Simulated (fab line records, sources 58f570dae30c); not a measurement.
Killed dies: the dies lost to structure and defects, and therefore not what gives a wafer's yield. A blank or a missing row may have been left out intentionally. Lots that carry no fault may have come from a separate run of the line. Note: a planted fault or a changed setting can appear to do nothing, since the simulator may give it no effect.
The same fault as seen by 2 desks	flow berkeley_cmos170	what lay behind the numbers comes last; until then each desk has only its own

FROM THE METROLOGY DESK
What the gauges read, lot by lot, whatever tool the lot ran on: means of the sampled wafers that have a number. Any lot whose mean is over 4 standard deviations away from the usual mean is out of limits and marked OUT; that distance is given in the brackets.
Columns: A = SPACER_TEOS_THK at UCB170_SPACER_THK_MEAS_01, usual 377 nm; B = M3_OVL at UCB170_M3_OVL_MEAS_16, usual -2 nm
lot	first seen here	A	B
L436	day 6 03:23	379	-9
L438	day 6 22:14	377	-9
L441	day 7 04:46	380	3
L440	day 7 04:56	379	5
L446	day 8 04:37	376	-2
L447	day 8 17:43	375	-9
L448	day 8 17:57	380	-13
L449	day 8 23:10	372	-5
L450	day 8 23:25	372	9
L453	day 10 07:50	379	-4
L456	day 10 08:22	381	-4
L455	day 10 08:36	372	-0
L457	day 10 23:34	373	-10
L458	day 11 00:05	377	1
Finding of this desk: none of the 14 lots has anything out of limits.

DESK OF THE TOOL OWNER: plasma_asher-01
The tool's own readings at UCB170_NLDD_STRIP_10 (strips in O2): means of the sampled wafers that have a number, for each lot that ran on this tool. Any lot whose mean is over 4 standard deviations away from the usual mean is out of limits and marked OUT; that distance is given in the brackets.
Columns: A = drypump_motor_current_A at UCB170_NLDD_STRIP_10, usual 5.7 A; B = o2_flow_sccm at UCB170_NLDD_STRIP_10, usual 400.1 sccm; C = oes_product_au at UCB170_NLDD_STRIP_10, usual 0.735 a.u.; D = strip_time_to_endpoint_s at UCB170_NLDD_STRIP_10, usual 21.64 s
lot	first seen here	A	B	C	D
L438	day 6 21:43	5.4	400.1	0.737	21.66
L447	day 8 17:20	5.5	399.0	0.741	21.66
L450	day 8 23:02	5.3	400.8	0.736	21.62
L453	day 10 07:23	5.3	320.4 (-72) OUT	0.716 (-4.1) OUT	22.55 (+15) OUT
L455	day 10 07:59	5.4	320.0 (-73) OUT	0.716 (-4.0) OUT	22.36 (+12) OUT
This desk finds L453, L455 out of limits, L453 being first, at day 10 07:23 (o2_flow_sccm at UCB170_NLDD_STRIP_10). In limits: L438, L447, L450.

PUT TOGETHER
The tool owner's desk could have raised an alarm at day 10 07:23, on L453, L455.
From the metrology desk's view, nothing was out of limits.
The metrology desk holds a record of L453, L455, inside its limits.
Of the lots named, all ran UCB170_NLDD_STRIP_10 on plasma_asher-01.

WHAT THE SIMULATOR HAD INSERTED
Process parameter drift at UCB170_NLDD_STRIP_10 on plasma_asher-01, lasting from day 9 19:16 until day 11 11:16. The setting o2_flow_sccm was moved by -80, starting from 400. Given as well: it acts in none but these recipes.
Lots struck among those shown: L453, L455.
Hours from the fault's start to each desk's first reading out of limits: the tool owner's desk, 12.
